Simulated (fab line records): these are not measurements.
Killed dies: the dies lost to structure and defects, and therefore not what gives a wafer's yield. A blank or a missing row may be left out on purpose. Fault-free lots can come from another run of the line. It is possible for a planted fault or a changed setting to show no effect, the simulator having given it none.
Which of the tools did it? / flow berkeley_cmos170 / 14 lots, 42 wafers sampled, at 4 steps of a route of 331

== WHAT EACH GAUGE READ, for each wafer ==
UCB170_M1_OVL_MEAS_10.
lot=L230; measured=day 8 12:35; on=overlay-02; M1_OVL (nm)=-6 -2 1
lot=L232; measured=day 8 12:05; on=overlay-01; M1_OVL (nm)=3 -3 2
lot=L231; measured=day 8 10:26; on=overlay-02; M1_OVL (nm)=4 9 3
lot=L233; measured=day 8 13:08; on=overlay-01; M1_OVL (nm)=0 0 -7
lot=L235; measured=day 10 05:22; on=overlay-02; M1_OVL (nm)=-7 -3 -9
lot=L234; measured=day 10 05:10; on=overlay-02; M1_OVL (nm)=-1 -6 1
lot=L236; measured=day 10 03:40; on=overlay-02; M1_OVL (nm)=4 7 2
lot=L238; measured=day 10 11:21; on=overlay-01; M1_OVL (nm)=8 7 4
lot=L240; measured=day 10 19:10; on=overlay-02; M1_OVL (nm)=3 4 5
lot=L244; measured=day 11 18:55; on=overlay-01; M1_OVL (nm)=2 6 3
lot=L247; measured=day 12 13:17; on=overlay-01; M1_OVL (nm)=1 4 -5
lot=L252; measured=day 13 04:09; on=overlay-02; M1_OVL (nm)=-2 -5 -12
lot=L251; measured=day 13 02:20; on=overlay-01; M1_OVL (nm)=-2 -6 -1
lot=L253; measured=day 13 03:56; on=overlay-02; M1_OVL (nm)=7 4 4

== WHICH TOOL RAN EACH LOT (tool, then ch and the chambers of the sampled wafers, then the start) ==
lot=L230; UCB170_PWELL_STRIP_16=plasma_asher-01 ch 0,1, day 3 11:03; UCB170_NVT_STRIP_08=plasma_asher-03 ch 0, day 6 20:23; UCB170_GATE_STRIP_16=plasma_asher-03 ch 1, day 7 10:37
lot=L232; UCB170_PWELL_STRIP_16=plasma_asher-01 ch 0,1, day 3 16:45; UCB170_NVT_STRIP_08=plasma_asher-02 ch 0,1, day 6 19:54; UCB170_GATE_STRIP_16=plasma_asher-03 ch 0,1, day 7 11:10
lot=L231; UCB170_PWELL_STRIP_16=plasma_asher-03 ch 0,1, day 3 17:01; UCB170_NVT_STRIP_08=plasma_asher-02 ch 0,1, day 6 20:37; UCB170_GATE_STRIP_16=plasma_asher-02 ch 0,1, day 7 10:32
lot=L233; UCB170_PWELL_STRIP_16=plasma_asher-01 ch 0,1, day 4 00:23; UCB170_NVT_STRIP_08=plasma_asher-03 ch 0,1, day 6 20:43; UCB170_GATE_STRIP_16=plasma_asher-02 ch 0,1, day 7 10:53
lot=L235; UCB170_PWELL_STRIP_16=plasma_asher-04 ch 0,1, day 4 13:26; UCB170_NVT_STRIP_08=plasma_asher-02 ch 0,1, day 8 03:22; UCB170_GATE_STRIP_16=plasma_asher-02 ch 0,1, day 9 01:27
lot=L234; UCB170_PWELL_STRIP_16=plasma_asher-01 ch 0,1, day 4 13:57; UCB170_NVT_STRIP_08=plasma_asher-03 ch 0,1, day 8 03:37; UCB170_GATE_STRIP_16=plasma_asher-02 ch 0,1, day 9 01:52
lot=L236; UCB170_PWELL_STRIP_16=plasma_asher-04 ch 0,1, day 4 19:07; UCB170_NVT_STRIP_08=plasma_asher-02 ch 0,1, day 8 03:53; UCB170_GATE_STRIP_16=plasma_asher-03 ch 0,1, day 9 01:58
lot=L238; UCB170_PWELL_STRIP_16=plasma_asher-04 ch 0,1, day 5 05:56; UCB170_NVT_STRIP_08=plasma_asher-02 ch 0,1, day 8 14:08; UCB170_GATE_STRIP_16=plasma_asher-02 ch 1, day 9 12:29
lot=L240; UCB170_PWELL_STRIP_16=plasma_asher-04 ch 0,1, day 5 18:44; UCB170_NVT_STRIP_08=plasma_asher-02 ch 0,1, day 8 23:51; UCB170_GATE_STRIP_16=plasma_asher-01 ch 0,1, day 9 20:44
lot=L244; UCB170_PWELL_STRIP_16=plasma_asher-03 ch 0,1, day 6 12:40; UCB170_NVT_STRIP_08=plasma_asher-04 ch 0,1, day 9 17:01; UCB170_GATE_STRIP_16=plasma_asher-01 ch 0,1, day 10 10:45
lot=L247; UCB170_PWELL_STRIP_16=plasma_asher-03 ch 0,1, day 7 07:15; UCB170_NVT_STRIP_08=plasma_asher-02 ch 0,1, day 10 12:02; UCB170_GATE_STRIP_16=plasma_asher-01 ch 0,1, day 11 06:16
lot=L252; UCB170_PWELL_STRIP_16=plasma_asher-01 ch 0, day 7 19:13; UCB170_NVT_STRIP_08=plasma_asher-02 ch 0,1, day 11 05:46; UCB170_GATE_STRIP_16=plasma_asher-02 ch 0,1, day 11 22:37
lot=L251; UCB170_PWELL_STRIP_16=plasma_asher-03 ch 0,1, day 7 19:48; UCB170_NVT_STRIP_08=plasma_asher-02 ch 0,1, day 11 05:05; UCB170_GATE_STRIP_16=plasma_asher-01 ch 0,1, day 11 22:55
lot=L253; UCB170_PWELL_STRIP_16=plasma_asher-03 ch 0,1, day 7 23:29; UCB170_NVT_STRIP_08=plasma_asher-03 ch 0,1, day 11 05:29; UCB170_GATE_STRIP_16=plasma_asher-02 ch 0,1, day 11 23:00
- UCB170_PWELL_STRIP_16: strips in O2.
- UCB170_NVT_STRIP_08: strips in O2.
- UCB170_GATE_STRIP_16: strips in O2.

== WHAT THE TOOLS THEMSELVES READ (means of the sampled wafers that have a number; where no wafer has one, the mark that the record gives instead) ==
UCB170_PWELL_STRIP_16.
lot=L230; tool=plasma_asher-01; drypump_motor_current_A (A)=5.7; oes_product_au (a.u.)=0.720; strip_time_to_endpoint_s (s)=18.12
lot=L232; tool=plasma_asher-01; drypump_motor_current_A (A)=6.0; oes_product_au (a.u.)=0.723; strip_time_to_endpoint_s (s)=18.11
lot=L231; tool=plasma_asher-03; drypump_motor_current_A (A)=5.9; oes_product_au (a.u.)=0.721; strip_time_to_endpoint_s (s)=18.11
lot=L233; tool=plasma_asher-01; drypump_motor_current_A (A)=6.0; oes_product_au (a.u.)=0.721; strip_time_to_endpoint_s (s)=18.10
lot=L235; tool=plasma_asher-04; drypump_motor_current_A (A)=5.5; oes_product_au (a.u.)=0.716; strip_time_to_endpoint_s (s)=18.18
lot=L234; tool=plasma_asher-01; drypump_motor_current_A (A)=5.7; oes_product_au (a.u.)=0.719; strip_time_to_endpoint_s (s)=18.10
lot=L236; tool=plasma_asher-04; drypump_motor_current_A (A)=5.3; oes_product_au (a.u.)=0.722; strip_time_to_endpoint_s (s)=18.24
lot=L238; tool=plasma_asher-04; drypump_motor_current_A (A)=5.3; oes_product_au (a.u.)=0.667; strip_time_to_endpoint_s (s)=18.02
lot=L240; tool=plasma_asher-04; drypump_motor_current_A (A)=5.5; oes_product_au (a.u.)=0.694; strip_time_to_endpoint_s (s)=18.17
lot=L244; tool=plasma_asher-03; drypump_motor_current_A (A)=5.7; oes_product_au (a.u.)=0.717; strip_time_to_endpoint_s (s)=18.00
lot=L247; tool=plasma_asher-03; drypump_motor_current_A (A)=5.7; oes_product_au (a.u.)=0.722; strip_time_to_endpoint_s (s)=18.14
lot=L252; tool=plasma_asher-01; drypump_motor_current_A (A)=5.3; oes_product_au (a.u.)=0.723; strip_time_to_endpoint_s (s)=18.10
lot=L251; tool=plasma_asher-03; drypump_motor_current_A (A)=5.9; oes_product_au (a.u.)=0.723; strip_time_to_endpoint_s (s)=18.08
lot=L253; tool=plasma_asher-03; drypump_motor_current_A (A)=5.9; oes_product_au (a.u.)=0.720; strip_time_to_endpoint_s (s)=18.18

UCB170_NVT_STRIP_08.
lot=L230; tool=plasma_asher-03; drypump_motor_current_A (A)=6.02; oes_product_au (a.u.)=0.736; strip_time_to_endpoint_s (s)=21.72
lot=L232; tool=plasma_asher-02; drypump_motor_current_A (A)=5.59; oes_product_au (a.u.)=0.737; strip_time_to_endpoint_s (s)=21.58
lot=L231; tool=plasma_asher-02; drypump_motor_current_A (A)=5.73; oes_product_au (a.u.)=0.738; strip_time_to_endpoint_s (s)=21.57
lot=L233; tool=plasma_asher-03; drypump_motor_current_A (A)=5.89; oes_product_au (a.u.)=0.736; strip_time_to_endpoint_s (s)=21.70
lot=L235; tool=plasma_asher-02; drypump_motor_current_A (A)=5.57; oes_product_au (a.u.)=0.737; strip_time_to_endpoint_s (s)=21.61
lot=L234; tool=plasma_asher-03; drypump_motor_current_A (A)=5.90; oes_product_au (a.u.)=0.733; strip_time_to_endpoint_s (s)=21.67
lot=L236; tool=plasma_asher-02; drypump_motor_current_A (A)=5.58; oes_product_au (a.u.)=0.734; strip_time_to_endpoint_s (s)=21.69
lot=L238; tool=plasma_asher-02; drypump_motor_current_A (A)=5.58; oes_product_au (a.u.)=0.734; strip_time_to_endpoint_s (s)=21.63
lot=L240; tool=plasma_asher-02; drypump_motor_current_A (A)=5.75; oes_product_au (a.u.)=0.740; strip_time_to_endpoint_s (s)=21.63
lot=L244; tool=plasma_asher-04; drypump_motor_current_A (A)=5.46; oes_product_au (a.u.)=0.731; strip_time_to_endpoint_s (s)=21.64
lot=L247; tool=plasma_asher-02; drypump_motor_current_A (A)=5.60; oes_product_au (a.u.)=0.737; strip_time_to_endpoint_s (s)=21.56
lot=L252; tool=plasma_asher-02; drypump_motor_current_A (A)=5.72; oes_product_au (a.u.)=0.737; strip_time_to_endpoint_s (s)=21.62
lot=L251; tool=plasma_asher-02; drypump_motor_current_A (A)=5.74; oes_product_au (a.u.)=0.737; strip_time_to_endpoint_s (s)=21.66
lot=L253; tool=plasma_asher-03; drypump_motor_current_A (A)=5.74; oes_product_au (a.u.)=0.732; strip_time_to_endpoint_s (s)=21.62

UCB170_GATE_STRIP_16.
lot=L230; tool=plasma_asher-03; drypump_motor_current_A (A)=5.6; oes_product_au (a.u.)=0.725
lot=L232; tool=plasma_asher-03; drypump_motor_current_A (A)=5.7; oes_product_au (a.u.)=0.723
lot=L231; tool=plasma_asher-02; drypump_motor_current_A (A)=5.6; oes_product_au (a.u.)=0.722
lot=L233; tool=plasma_asher-02; drypump_motor_current_A (A)=5.7; oes_product_au (a.u.)=0.725
lot=L235; tool=plasma_asher-02; drypump_motor_current_A (A)=5.7; oes_product_au (a.u.)=0.727
lot=L234; tool=plasma_asher-02; drypump_motor_current_A (A)=5.7; oes_product_au (a.u.)=0.721
lot=L236; tool=plasma_asher-03; drypump_motor_current_A (A)=5.9; oes_product_au (a.u.)=0.726
lot=L238; tool=plasma_asher-02; drypump_motor_current_A (A)=5.9; oes_product_au (a.u.)=0.724
lot=L240; tool=plasma_asher-01; drypump_motor_current_A (A)=6.0; oes_product_au (a.u.)=0.723
lot=L244; tool=plasma_asher-01; drypump_motor_current_A (A)=5.6; oes_product_au (a.u.)=0.721
lot=L247; tool=plasma_asher-01; drypump_motor_current_A (A)=5.7; oes_product_au (a.u.)=0.724
lot=L252; tool=plasma_asher-02; drypump_motor_current_A (A)=5.6; oes_product_au (a.u.)=0.721
lot=L251; tool=plasma_asher-01; drypump_motor_current_A (A)=5.6; oes_product_au (a.u.)=0.724
lot=L253; tool=plasma_asher-02; drypump_motor_current_A (A)=5.6; oes_product_au (a.u.)=0.726

== THE ANSWER, worked out from the rows above alone ==
Rule: usual is defined by the lots themselves. Put in order of their means at a reading, lots are off if they are a third of the lots or fewer, leave a main group of 4 or more, and stand apart from it by a gap of 3 or more times the standard deviation of the main group's means; of several such gaps the widest counts. Not used: any main group whose means are identical at the precision the tables above print for the reading. A lot without any number at a reading at which 4 lots or more have one is off too. Any other lot the step has rows for is counted as sound. First the gauges in route order, then the tools' own readings, where a lot's mean is used as printed above. At the first step where some lot is off, the reading lying furthest off is the one used; lots without a number count as furthest.
Off at UCB170_PWELL_STRIP_16 (oes_product_au): L238, L240. The main group: mean 0.721 a.u., standard deviation 0.0022.
If a tool, at that step or one of the process steps before it, ran each lot that is off and ran no sound lot following the first of them, it fits. One candidate fits, namely plasma_asher-04 at UCB170_PWELL_STRIP_16. Its last sound lot is L236 (day 4 19:07), its first lot that is off L238 (day 5 05:56): a fault that began between those two fits.
On the lots that are off, the tool's own readings at UCB170_PWELL_STRIP_16 differ by more than 5 times the standard deviation of the sound lots' means, which bears it out; oes_product_au reads 0.680 a.u. there versus 0.721 a.u. on the sound lots.

== WHAT WAS PUT IN BY THE SIMULATOR ==
plasma_asher-04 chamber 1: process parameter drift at UCB170_PWELL_STRIP_16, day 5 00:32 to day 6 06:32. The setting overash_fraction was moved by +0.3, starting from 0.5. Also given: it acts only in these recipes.
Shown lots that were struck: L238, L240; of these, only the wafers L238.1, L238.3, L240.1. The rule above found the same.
